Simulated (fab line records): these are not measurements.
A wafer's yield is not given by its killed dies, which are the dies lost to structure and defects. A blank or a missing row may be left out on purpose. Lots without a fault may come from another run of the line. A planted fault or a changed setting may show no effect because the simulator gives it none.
fab line records	flow rit-cmos
record: lots: 15	wafers: 45	last-day: 7
route steps=202 shown CONTACT@173 M1@202
lots with no fault: from the same line, run without faults
start-h: hours from the record's first day to the start of the lot's first wafer shown	wait-h: hours from the lot's prior step to this one	" same as the row above	L1.1+2: one row covering several wafers at once	- no value present, or no start provided	* or withheld: withheld	< > ~ a bound
route shown NAME@n: names a module that has steps shown in the file, with the first one's number in the route	usual: average and standard deviation across the fault-free wafers	same: alike in all rows	chamber/n: place in a boat	sites: each site's reading	_std_site: standard deviation across them	_edge_site: outer sites' mean less inner sites'	radius-mm: for every site, how far away it sits from the centre of the wafer	mask NAME#n: copy n	behind: the last tool/chamber to shape the wafer	hold: cause of the lot's hold/its duration in hours/its outcome	device: the n, p or np transistor that did not switch	end of line: the tests these same wafers got at the end of their route	step lacking rows: just its recipe	killed: at the first sort, the dies lost to defects and structure; wafer yield is something else	map: per-die view of a wafer (x killed, . not killed, _ where there is no die)
set.NAME: setting as actually run; set.NAME@STEP: the setting as run at that earlier step	model.NAME: the simulator's own value behind a step, which no gauge read
a sample of lots followed through the steps of the route, with each step as a table and each wafer as a row
services: from which hour (start-h, from the record's first day; less than 0 if before it) a tool's chamber was out of use, for how many hours, and why
== steps ==
step: RIT_CONTACT_EXPOSE_05
recipe: mask-id: M11	na: 0.6	source-shape: conventional	sigma-outer: 0.5	target-cd-nm: 1000	dose-mj: 250
usual: exposure-dose-mJ-cm2: 249.93/0.27	focus-offset-nm: 0.1/0.53
lot.wafer	tool	chamber	start-h	wait-h	mask	exposure-dose-mJ-cm2	focus-offset-nm
L740.1	iline-stepper-02	0	52.40	0.1	M11#0	250.09	0.4
L740.2	"	0	"	"	M11#0	249.52	0.3
L740.5	"	0	"	"	M11#0	249.93	0.2
L741.3	iline-stepper-02	0	56.08	0.1	M11#0	250.26	0.3
L741.5	"	0	"	"	M11#0	250.02	0.3
L741.6	"	0	"	"	M11#0	249.99	-0.1
L743.1	iline-stepper-01	0	66.75	0.2	M11#0	250.88	0.2
L743.4	"	0	"	"	M11#0	250.24	-0.4
L743.5	"	0	"	"	M11#0	249.87	0.1
L745.2	iline-stepper-02	0	80.02	0.1	M11#0	249.95	-0.8
L745.4	"	0	"	"	M11#0	249.84	-0.6
L745.5	"	0	"	"	M11#0	249.85	-0.9
L748.2	iline-stepper-02	0	94.48	0.1	M11#0	250.47	1.0
L748.4	"	0	"	"	M11#0	250.33	0.5
L748.5	"	0	"	"	M11#0	249.84	1.0
L751.2	iline-stepper-01	0	107.43	0.2	M11#0	250.04	-0.4
L751.4	"	0	"	"	M11#0	250.31	0.2
L751.6	"	0	"	"	M11#0	250.03	-0.3
L752.1	iline-stepper-02	0	111.18	0.2	M11#0	250.01	-0.1
L752.4	"	0	"	"	M11#0	249.83	-0.2
L752.5	"	0	"	"	M11#0	249.89	-0.1
L753.4	iline-stepper-01	0	121.49	0.2	M11#0	249.71	-0.3
L753.5	"	0	"	"	M11#0	249.74	-0.4
L753.6	"	0	"	"	M11#0	249.76	-1.0
L754.2	iline-stepper-01	0	123.19	0.1	M11#0	249.64	0.5
L754.3	"	0	"	"	M11#0	250.31	0.5
L754.6	"	0	"	"	M11#0	250.06	0.7
L755.3	iline-stepper-01	0	125.24	0.1	M11#0	250.18	0.2
L755.4	"	0	"	"	M11#0	249.84	0.7
L755.6	"	0	"	"	M11#0	249.78	0.2
L756.1	iline-stepper-02	0	132.13	0.2	M11#0	249.51	1.0
L756.2	"	0	"	"	M11#0	249.80	-0.1
L756.3	"	0	"	"	M11#0	250.20	-0.4
L757.2	iline-stepper-02	0	138.71	0.1	M11#0	249.44	-0.1
L757.4	"	0	"	"	M11#0	249.47	-0.2
L757.6	"	0	"	"	M11#0	249.56	0.6
L758.2	iline-stepper-02	0	142.25	0.1	M11#0	250.47	-0.1
L758.3	"	0	"	"	M11#0	249.85	-0.1
L758.4	"	0	"	"	M11#0	250.37	0.3
L761.1	iline-stepper-02	0	155.51	0.1	M11#0	249.40	0.6
L761.2	"	0	"	"	M11#0	249.66	0.7
L761.5	"	0	"	"	M11#0	249.81	0.1
L762.1	iline-stepper-02	0	162.69	0.1	M11#0	250.56	0.0
L762.3	"	0	"	"	M11#0	250.26	0.5
L762.5	"	0	"	"	M11#0	250.71	-0.1
step: RIT_CONTACT_OVL_MEAS_09
usual: CONTACT_OVL: 0.2/1.5
lot.wafer	tool	chamber	start-h	wait-h	CONTACT_OVL[nm]
L740.1	overlay-02	-	53.03	0.1	2.5
L740.2	"	-	"	"	3.2
L740.5	"	-	"	"	1.7
L741.3	overlay-01	-	56.71	0.1	-2.2
L741.5	"	-	"	"	0.2
L741.6	"	-	"	"	0.5
L743.1	overlay-02	-	67.38	0.1	0.8
L743.4	"	-	"	"	0.8
L743.5	"	-	"	"	1.3
L745.2	overlay-01	-	80.64	0.1	-0.9
L745.4	"	-	"	"	-1.8
L745.5	"	-	"	"	-0.7
L748.2	overlay-01	-	95.10	0.1	1.2
L748.4	"	-	"	"	0.4
L748.5	"	-	"	"	-0.2
L751.2	overlay-01	-	108.05	0.1	-2.6
L751.4	"	-	"	"	-0.5
L751.6	"	-	"	"	-2.1
L752.1	overlay-01	-	111.91	0.1	2.2
L752.4	"	-	"	"	0.3
L752.5	"	-	"	"	-2.1
L753.4	overlay-02	-	122.08	0.1	129.4
L753.5	"	-	"	"	130.6
L753.6	"	-	"	"	130.0
L754.2	overlay-01	-	123.87	0.1	129.1
L754.3	"	-	"	"	129.4
L754.6	"	-	"	"	130.0
L755.3	overlay-01	-	125.85	0.1	129.3
L755.4	"	-	"	"	129.1
L755.6	"	-	"	"	129.0
L756.1	overlay-01	-	132.76	0.1	-1.5
L756.2	"	-	"	"	-1.0
L756.3	"	-	"	"	0.7
L757.2	overlay-01	-	139.33	0.1	-0.6
L757.4	"	-	"	"	1.4
L757.6	"	-	"	"	-1.3
L758.2	overlay-01	-	142.98	0.1	1.9
L758.3	"	-	"	"	3.1
L758.4	"	-	"	"	2.9
L761.1	overlay-01	-	156.14	0.1	-0.1
L761.2	"	-	"	"	0.4
L761.5	"	-	"	"	1.0
L762.1	overlay-01	-	163.33	0.1	2.7
L762.3	"	-	"	"	1.6
L762.5	"	-	"	"	1.0
step: RIT_M1_PROBE_99
usual: killed_at_M0_to_M3: 0.0/0.12	killed-at-contacts: 0.1/0.27	killed-at-front-end: 7/3.1	killed-dies: 7/3.1	killed-open: 3.6/2.3	killed-short: 3.2/2
same: gross-dies: 264	killed_at_M4_up: 0	killed-at-back-side: 0	killed-at-other: 0
lot.wafer	tool	chamber	start-h	wait-h	killed_at_M0_to_M3	killed-at-contacts	killed-at-front-end	killed-dies	killed-open	killed-short
L754.2	prober-01	-	129.90	0.1	0	0	6	6	0	6
L754.3	prober-01	-	129.95	0.2	0	0	8	8	3	5
L754.6	prober-01	-	130.10	0.2	0	0	6	6	4	2
killed by level:class
L754.2 GATE:geometric-particle:short=2 SILICIDE:geometric-particle:short=2 REOX:geometric-particle:short=1 SPACER:geometric-particle:short=1
L754.3 FOX1:geometric-particle:short=2 SILICIDE:geometric-particle:short=2 FOX2:geometric-particle:open=1 GATE:geometric-particle:open=1 REOX:geometric-particle:short=1 SPACER:geometric-particle:open=1
L754.6 GATE:geometric-particle:open=2 FOX1:geometric-particle:open=1 GATE:geometric-particle:short=1 REOX:geometric-particle:open=1 REOX:geometric-particle:short=1
== services ==
tool	chamber	start-h	hours	kind
iline-stepper-02	0	31.23	-	calibration
iline-stepper-01	0	104.23	-	calibration
iline-stepper-02	-	120.58	1.7	pm
iline-stepper-01	-	127.32	1.7	pm
== key ==
first-sign: step: RIT_CONTACT_OVL_MEAS_09	reading: CONTACT_OVL	direction: up	sigmas: 88	usual: 0.2	struck: 129.5
effect none on later readings
met-at RIT_CONTACT_EXPOSE_05
struck-lots L753,L754,L755
tester-left-out L753,L754,L755
onset-between 107.43 121.49
fault: kind: scanner-matching-overlay	tool: iline-stepper-01	chamber: -	onset-h: 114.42	steps: RIT_CONTACT_EXPOSE_05	offset: 130
tester-left-out: of these lots the tester's yield and bins aren't shown, on N5 and GAA mostly nor the transistor test; their killed dies are dies lost to structure and defects alone, not to doping, threshold or leakage, so they don't give the yield
